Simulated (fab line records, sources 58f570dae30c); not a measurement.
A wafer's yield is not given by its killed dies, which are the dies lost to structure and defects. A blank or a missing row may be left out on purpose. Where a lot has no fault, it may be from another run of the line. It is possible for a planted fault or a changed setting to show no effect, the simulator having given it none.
fab line records / flow berkeley-cmos170
record: lots: 7 wafers: 21 last-day: 12
route steps=331 shown PVT@124 GATE@125 FIELD@126
lots with no fault: from the same line, run without faults
start-h: hours from the record's opening day to when the first of the lot's shown wafers began / wait-h: hours from the lot's prior step to this one / " repeats the value in the row above / L1.1+2: a single row standing in for several wafers / - value missing, or start not given / * or withheld: withheld / < > ~ a bound
route shown NAME@n: names a module that has steps shown in the file, with the first one's number in the route / usual: average and standard deviation across the fault-free wafers / same: alike in all rows / chamber/n: place in a boat / sites: the reading at each site / _std_site: the standard deviation of these / _edge_site: mean of outer sites minus mean of inner sites / radius-mm: how far each site lies from the wafer's centre / mask NAME#n: copy n / behind: tool/chamber where the wafer was last shaped / hold: why the lot went on hold/how many hours it stayed there/how the hold came to an end / device: names the non-switching transistor (n, p or np) / end of line: the same wafers' tests at the end of the route / for a step that has no rows: nothing shown but its recipe / killed: at the first sort, the dies lost to defects and structure; wafer yield is something else / map: a wafer's dies, marking killed ones x, the rest . and places with no die _
set.NAME: the setting the step ran with; set.NAME@STEP: the setting that earlier step ran with / model.NAME: the simulator's own value behind a step, which no gauge read
lots at some steps of the route; a table a step, a row a wafer
== steps ==
step: UCB170_PVT_TW_MEAS_09
usual: PVT_TW: 510.1/2.8
lot.wafer=L111.1 tool=film-metro-02 chamber=- start-h=142.13 wait-h=0.1 PVT_TW=509.3
lot.wafer=L111.2 tool=film-metro-02 chamber=- start-h=142.13 wait-h=0.1 PVT_TW=509.9
lot.wafer=L111.5 tool=film-metro-02 chamber=- start-h=142.13 wait-h=0.1 PVT_TW=508.9
lot.wafer=L121.3 tool=film-metro-03 chamber=- start-h=188.71 wait-h=0.1 PVT_TW=509.9
lot.wafer=L121.4 tool=film-metro-03 chamber=- start-h=188.71 wait-h=0.1 PVT_TW=506.3
lot.wafer=L121.6 tool=film-metro-03 chamber=- start-h=188.71 wait-h=0.1 PVT_TW=504.6
lot.wafer=L124.2 tool=film-metro-01 chamber=- start-h=198.26 wait-h=0.1 PVT_TW=506.9
lot.wafer=L124.3 tool=film-metro-01 chamber=- start-h=198.26 wait-h=0.1 PVT_TW=507.2
lot.wafer=L124.4 tool=film-metro-01 chamber=- start-h=198.26 wait-h=0.1 PVT_TW=509.5
lot.wafer=L122.3 tool=film-metro-02 chamber=- start-h=198.70 wait-h=0.1 PVT_TW=510.3
lot.wafer=L122.5 tool=film-metro-02 chamber=- start-h=198.70 wait-h=0.1 PVT_TW=509.2
lot.wafer=L122.6 tool=film-metro-02 chamber=- start-h=198.70 wait-h=0.1 PVT_TW=506.2
lot.wafer=L125.2 tool=film-metro-03 chamber=- start-h=216.37 wait-h=0.1 PVT_TW=514.5
lot.wafer=L125.3 tool=film-metro-03 chamber=- start-h=216.37 wait-h=0.1 PVT_TW=514.8
lot.wafer=L125.4 tool=film-metro-03 chamber=- start-h=216.37 wait-h=0.1 PVT_TW=517.6
lot.wafer=L126.3 tool=film-metro-01 chamber=- start-h=216.48 wait-h=0.1 PVT_TW=508.4
lot.wafer=L126.5 tool=film-metro-01 chamber=- start-h=216.48 wait-h=0.1 PVT_TW=508.0
lot.wafer=L126.6 tool=film-metro-01 chamber=- start-h=216.48 wait-h=0.1 PVT_TW=510.0
lot.wafer=L132.1 tool=film-metro-01 chamber=- start-h=233.95 wait-h=0.1 PVT_TW=510.8
lot.wafer=L132.3 tool=film-metro-01 chamber=- start-h=233.95 wait-h=0.1 PVT_TW=508.0
lot.wafer=L132.6 tool=film-metro-01 chamber=- start-h=233.95 wait-h=0.1 PVT_TW=509.4
step: UCB170_GATE_WET_ETCH_00
recipe: chemistry: dHF dilution: 25:1 target: SiO2 temp-c: 25 time-s: 200
step: UCB170_FIELD_THK_MEAS_91
recipe: reads: SiO2_of_FIELD_OXIDATION_01
usual: FIELD_OXIDE_LEFT_2_THK: 352/13
lot.wafer=L111.1 tool=film-metro-02 chamber=- start-h=142.30 wait-h=0.0 FIELD_OXIDE_LEFT_2_THK[nm]=367
lot.wafer=L111.2 tool=film-metro-02 chamber=- start-h=142.30 wait-h=0.0 FIELD_OXIDE_LEFT_2_THK[nm]=361
lot.wafer=L111.5 tool=film-metro-02 chamber=- start-h=142.30 wait-h=0.0 FIELD_OXIDE_LEFT_2_THK[nm]=363
lot.wafer=L121.3 tool=film-metro-02 chamber=- start-h=188.83 wait-h=0.0 FIELD_OXIDE_LEFT_2_THK[nm]=337
lot.wafer=L121.4 tool=film-metro-02 chamber=- start-h=188.83 wait-h=0.0 FIELD_OXIDE_LEFT_2_THK[nm]=334
lot.wafer=L121.6 tool=film-metro-02 chamber=- start-h=188.83 wait-h=0.0 FIELD_OXIDE_LEFT_2_THK[nm]=337
lot.wafer=L124.2 tool=film-metro-03 chamber=- start-h=198.39 wait-h=0.0 FIELD_OXIDE_LEFT_2_THK[nm]=367
lot.wafer=L124.3 tool=film-metro-03 chamber=- start-h=198.39 wait-h=0.0 FIELD_OXIDE_LEFT_2_THK[nm]=376
lot.wafer=L124.4 tool=film-metro-03 chamber=- start-h=198.39 wait-h=0.0 FIELD_OXIDE_LEFT_2_THK[nm]=376
lot.wafer=L122.3 tool=film-metro-01 chamber=- start-h=198.83 wait-h=0.0 FIELD_OXIDE_LEFT_2_THK[nm]=375
lot.wafer=L122.5 tool=film-metro-01 chamber=- start-h=198.83 wait-h=0.0 FIELD_OXIDE_LEFT_2_THK[nm]=367
lot.wafer=L122.6 tool=film-metro-01 chamber=- start-h=198.83 wait-h=0.0 FIELD_OXIDE_LEFT_2_THK[nm]=370
lot.wafer=L125.2 tool=film-metro-03 chamber=- start-h=216.50 wait-h=0.0 FIELD_OXIDE_LEFT_2_THK[nm]=354
lot.wafer=L125.3 tool=film-metro-03 chamber=- start-h=216.50 wait-h=0.0 FIELD_OXIDE_LEFT_2_THK[nm]=347
lot.wafer=L125.4 tool=film-metro-03 chamber=- start-h=216.50 wait-h=0.0 FIELD_OXIDE_LEFT_2_THK[nm]=351
lot.wafer=L126.3 tool=film-metro-02 chamber=- start-h=216.60 wait-h=0.0 FIELD_OXIDE_LEFT_2_THK[nm]=342
lot.wafer=L126.5 tool=film-metro-02 chamber=- start-h=216.60 wait-h=0.0 FIELD_OXIDE_LEFT_2_THK[nm]=342
lot.wafer=L126.6 tool=film-metro-02 chamber=- start-h=216.60 wait-h=0.0 FIELD_OXIDE_LEFT_2_THK[nm]=346
lot.wafer=L132.1 tool=film-metro-01 chamber=- start-h=234.07 wait-h=0.0 FIELD_OXIDE_LEFT_2_THK[nm]=341
lot.wafer=L132.3 tool=film-metro-01 chamber=- start-h=234.07 wait-h=0.0 FIELD_OXIDE_LEFT_2_THK[nm]=345
lot.wafer=L132.6 tool=film-metro-01 chamber=- start-h=234.07 wait-h=0.0 FIELD_OXIDE_LEFT_2_THK[nm]=342
step: UCB170_GATE_OXIDATION_01
recipe: temp-c: 850 ambient: O2 target-thk-a: 66 ox-time-s: 1800
step: UCB170_GATE_THK_MEAS_02
recipe: reads: SiO2_of_GATE_OXIDATION_01
usual: GATE_OXIDE_THK: 6.52/0.16
lot.wafer=L111.1 tool=film-metro-03 chamber=- start-h=148.85 wait-h=0.0 GATE_OXIDE_THK[nm]=6.52
lot.wafer=L111.2 tool=film-metro-03 chamber=- start-h=148.85 wait-h=0.0 GATE_OXIDE_THK[nm]=6.66
lot.wafer=L111.5 tool=film-metro-03 chamber=- start-h=148.85 wait-h=0.0 GATE_OXIDE_THK[nm]=6.67
lot.wafer=L121.3 tool=film-metro-03 chamber=- start-h=195.38 wait-h=0.0 GATE_OXIDE_THK[nm]=6.28
lot.wafer=L121.4 tool=film-metro-03 chamber=- start-h=195.38 wait-h=0.0 GATE_OXIDE_THK[nm]=6.31
lot.wafer=L121.6 tool=film-metro-03 chamber=- start-h=195.38 wait-h=0.0 GATE_OXIDE_THK[nm]=6.33
lot.wafer=L124.2 tool=film-metro-03 chamber=- start-h=203.80 wait-h=0.0 GATE_OXIDE_THK[nm]=6.23
lot.wafer=L124.3 tool=film-metro-03 chamber=- start-h=203.80 wait-h=0.0 GATE_OXIDE_THK[nm]=6.36
lot.wafer=L124.4 tool=film-metro-03 chamber=- start-h=203.80 wait-h=0.0 GATE_OXIDE_THK[nm]=6.45
lot.wafer=L122.3 tool=film-metro-04 chamber=- start-h=203.81 wait-h=0.0 GATE_OXIDE_THK[nm]=6.43
lot.wafer=L122.5 tool=film-metro-04 chamber=- start-h=203.81 wait-h=0.0 GATE_OXIDE_THK[nm]=6.40
lot.wafer=L122.6 tool=film-metro-04 chamber=- start-h=203.81 wait-h=0.0 GATE_OXIDE_THK[nm]=6.44
lot.wafer=L125.2 tool=film-metro-03 chamber=- start-h=220.61 wait-h=0.0 GATE_OXIDE_THK[nm]=6.43
lot.wafer=L125.3 tool=film-metro-03 chamber=- start-h=220.61 wait-h=0.0 GATE_OXIDE_THK[nm]=6.49
lot.wafer=L125.4 tool=film-metro-03 chamber=- start-h=220.61 wait-h=0.0 GATE_OXIDE_THK[nm]=6.43
lot.wafer=L126.3 tool=film-metro-01 chamber=- start-h=220.62 wait-h=0.0 GATE_OXIDE_THK[nm]=6.34
lot.wafer=L126.5 tool=film-metro-01 chamber=- start-h=220.62 wait-h=0.0 GATE_OXIDE_THK[nm]=6.42
lot.wafer=L126.6 tool=film-metro-01 chamber=- start-h=220.62 wait-h=0.0 GATE_OXIDE_THK[nm]=6.35
lot.wafer=L132.1 tool=film-metro-04 chamber=- start-h=238.56 wait-h=0.0 GATE_OXIDE_THK[nm]=6.37
lot.wafer=L132.3 tool=film-metro-04 chamber=- start-h=238.56 wait-h=0.0 GATE_OXIDE_THK[nm]=6.38
lot.wafer=L132.6 tool=film-metro-04 chamber=- start-h=238.56 wait-h=0.0 GATE_OXIDE_THK[nm]=6.31
step: UCB170_GATE_ANNEAL_03
recipe: temp-c: 900 time-s: 1800 ambient: N2
step: UCB170_GATE_CVD_04
recipe: material: poly-Si temp-c: 610 precursor: SiH4 time-s: 1440 pressure-mtorr: 375 target-thk-nm: 214 sih4-flow-sccm: 120
step: UCB170_GATE_THK_MEAS_05
recipe: reads: poly-Si_of_GATE_CVD_04
usual: GATE_POLY_THK: 214.4/1.9
lot.wafer=L111.1 tool=film-metro-01 chamber=- start-h=156.26 wait-h=0.0 GATE_POLY_THK[nm]=213.1
lot.wafer=L111.2 tool=film-metro-01 chamber=- start-h=156.26 wait-h=0.0 GATE_POLY_THK[nm]=215.1
lot.wafer=L111.5 tool=film-metro-01 chamber=- start-h=156.26 wait-h=0.0 GATE_POLY_THK[nm]=214.2
lot.wafer=L121.3 tool=film-metro-01 chamber=- start-h=204.23 wait-h=0.0 GATE_POLY_THK[nm]=211.7
lot.wafer=L121.4 tool=film-metro-01 chamber=- start-h=204.23 wait-h=0.0 GATE_POLY_THK[nm]=212.8
lot.wafer=L121.6 tool=film-metro-01 chamber=- start-h=204.23 wait-h=0.0 GATE_POLY_THK[nm]=211.9
lot.wafer=L124.2 tool=film-metro-04 chamber=- start-h=212.49 wait-h=0.0 GATE_POLY_THK[nm]=214.9
lot.wafer=L124.3 tool=film-metro-04 chamber=- start-h=212.49 wait-h=0.0 GATE_POLY_THK[nm]=215.3
lot.wafer=L124.4 tool=film-metro-04 chamber=- start-h=212.49 wait-h=0.0 GATE_POLY_THK[nm]=215.5
lot.wafer=L122.3 tool=film-metro-01 chamber=- start-h=212.50 wait-h=0.0 GATE_POLY_THK[nm]=211.4
lot.wafer=L122.5 tool=film-metro-01 chamber=- start-h=212.50 wait-h=0.0 GATE_POLY_THK[nm]=212.1
lot.wafer=L122.6 tool=film-metro-01 chamber=- start-h=212.50 wait-h=0.0 GATE_POLY_THK[nm]=211.5
lot.wafer=L125.2 tool=film-metro-01 chamber=- start-h=227.80 wait-h=0.1 GATE_POLY_THK[nm]=214.9
lot.wafer=L125.3 tool=film-metro-01 chamber=- start-h=227.80 wait-h=0.1 GATE_POLY_THK[nm]=214.7
lot.wafer=L125.4 tool=film-metro-01 chamber=- start-h=227.80 wait-h=0.1 GATE_POLY_THK[nm]=214.1
lot.wafer=L126.3 tool=film-metro-03 chamber=- start-h=227.81 wait-h=0.1 GATE_POLY_THK[nm]=214.2
lot.wafer=L126.5 tool=film-metro-03 chamber=- start-h=227.81 wait-h=0.1 GATE_POLY_THK[nm]=213.1
lot.wafer=L126.6 tool=film-metro-03 chamber=- start-h=227.81 wait-h=0.1 GATE_POLY_THK[nm]=211.8
lot.wafer=L132.1 tool=film-metro-01 chamber=- start-h=244.77 wait-h=0.1 GATE_POLY_THK[nm]=210.2
lot.wafer=L132.3 tool=film-metro-01 chamber=- start-h=244.77 wait-h=0.1 GATE_POLY_THK[nm]=208.1
lot.wafer=L132.6 tool=film-metro-01 chamber=- start-h=244.77 wait-h=0.1 GATE_POLY_THK[nm]=211.2
step: UCB170_GATE_COAT_06
recipe: resist: BARC temp-c: withheld time-s: withheld spin-rpm: 3000 resist-thk-nm: withheld
step: UCB170_GATE_COAT_07
recipe: resist: KrF spin-rpm: 1500 resist-thk-nm: 900
step: UCB170_GATE_SOFTBAKE_08
recipe: resist: KrF temp-c: 130 time-s: 60
step: UCB170_GATE_EXPOSE_09
recipe: mask-id: POLY target-cd-nm: 350 na: 0.5 sigma-outer: 0.6 source-shape: conventional dose-mj: 21
step: UCB170_GATE_PEB_10
recipe: peb-temp-c: 130 peb-time-s: withheld resist: KrF
usual: chill-plate-temp-C: 23.02/0.1 exhaust-pa: 45.1/0.91
lot.wafer=L111.1 tool=litho-track-01 chamber=0 start-h=157.13 wait-h=0.1 chill-plate-temp-C=22.98 exhaust-pa=47.4
lot.wafer=L111.2 tool=litho-track-01 chamber=0 start-h=157.13 wait-h=0.1 chill-plate-temp-C=23.07 exhaust-pa=44.2
lot.wafer=L111.5 tool=litho-track-01 chamber=0 start-h=157.13 wait-h=0.1 chill-plate-temp-C=23.03 exhaust-pa=44.7
lot.wafer=L121.3 tool=litho-track-03 chamber=- start-h=205.31 wait-h=0.1 chill-plate-temp-C=- exhaust-pa=-
lot.wafer=L121.4 tool=litho-track-03 chamber=- start-h=205.31 wait-h=0.1 chill-plate-temp-C=- exhaust-pa=-
lot.wafer=L121.6 tool=litho-track-03 chamber=- start-h=205.31 wait-h=0.1 chill-plate-temp-C=- exhaust-pa=-
lot.wafer=L124.2 tool=litho-track-02 chamber=- start-h=214.55 wait-h=0.9 chill-plate-temp-C=- exhaust-pa=-
lot.wafer=L124.3 tool=litho-track-02 chamber=- start-h=214.55 wait-h=0.9 chill-plate-temp-C=- exhaust-pa=-
lot.wafer=L124.4 tool=litho-track-02 chamber=- start-h=214.55 wait-h=0.9 chill-plate-temp-C=- exhaust-pa=-
lot.wafer=L122.3 tool=litho-track-03 chamber=- start-h=214.59 wait-h=0.6 chill-plate-temp-C=- exhaust-pa=-
lot.wafer=L122.5 tool=litho-track-03 chamber=- start-h=214.59 wait-h=0.6 chill-plate-temp-C=- exhaust-pa=-
lot.wafer=L122.6 tool=litho-track-03 chamber=- start-h=214.59 wait-h=0.6 chill-plate-temp-C=- exhaust-pa=-
lot.wafer=L126.3 tool=litho-track-02 chamber=0 start-h=228.98 wait-h=0.1 chill-plate-temp-C=23.02 exhaust-pa=44.1
lot.wafer=L126.5 tool=litho-track-02 chamber=0 start-h=228.98 wait-h=0.1 chill-plate-temp-C=23.04 exhaust-pa=44.3
lot.wafer=L126.6 tool=litho-track-02 chamber=0 start-h=228.98 wait-h=0.1 chill-plate-temp-C=22.85 exhaust-pa=45.9
lot.wafer=L125.2 tool=litho-track-02 chamber=0 start-h=229.23 wait-h=0.1 chill-plate-temp-C=22.99 exhaust-pa=46.2
lot.wafer=L125.3 tool=litho-track-02 chamber=0 start-h=229.23 wait-h=0.1 chill-plate-temp-C=23.00 exhaust-pa=44.7
lot.wafer=L125.4 tool=litho-track-02 chamber=0 start-h=229.23 wait-h=0.1 chill-plate-temp-C=22.85 exhaust-pa=46.7
lot.wafer=L132.1 tool=litho-track-03 chamber=0 start-h=246.76 wait-h=0.7 chill-plate-temp-C=23.11 exhaust-pa=44.7
lot.wafer=L132.3 tool=litho-track-03 chamber=0 start-h=246.76 wait-h=0.7 chill-plate-temp-C=23.10 exhaust-pa=46.3
lot.wafer=L132.6 tool=litho-track-03 chamber=0 start-h=246.76 wait-h=0.7 chill-plate-temp-C=23.17 exhaust-pa=45.6
step: UCB170_GATE_DEVELOP_11
recipe: developer: TMAH develop-time-s: 45 resist: KrF dev-temp-c: 21
== key ==
first-sign: step: UCB170_GATE_PEB_10 reading: tool-record direction: missing
effect none on later readings
met-at UCB170_GATE_PEB_10
struck-wafers L121.3,L121.4,L121.6,L122.3,L122.5,L122.6,L124.2,L124.3,L124.4
later-rows-left-out L121.3,L121.4,L121.6,L122.3,L122.5,L122.6,L124.2,L124.3,L124.4
sort-left-out L121.3,L121.4,L121.6,L122.3,L122.5,L122.6,L124.2,L124.3,L124.4
tester-left-out L121,L122,L124
fault: kind: skipped-step-whole tool: litho-track-02,litho-track-03 chamber: - onset-h: 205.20 steps: UCB170_GATE_PEB_10 scope: struck-lots-only
tester-left-out: of these lots the tester's yield and bins aren't shown, on N5 and GAA mostly nor the transistor test; their killed dies are dies lost to structure and defects alone, not to doping, threshold or leakage, so they don't give the yield
sort-left-out: the simulated sort isn't trusted on such a fault, so these wafers' sort isn't shown, and their yield isn't known
later-rows-left-out: the simulator's readings of these wafers behind a module that went badly wrong aren't trusted and aren't shown, but for the sort
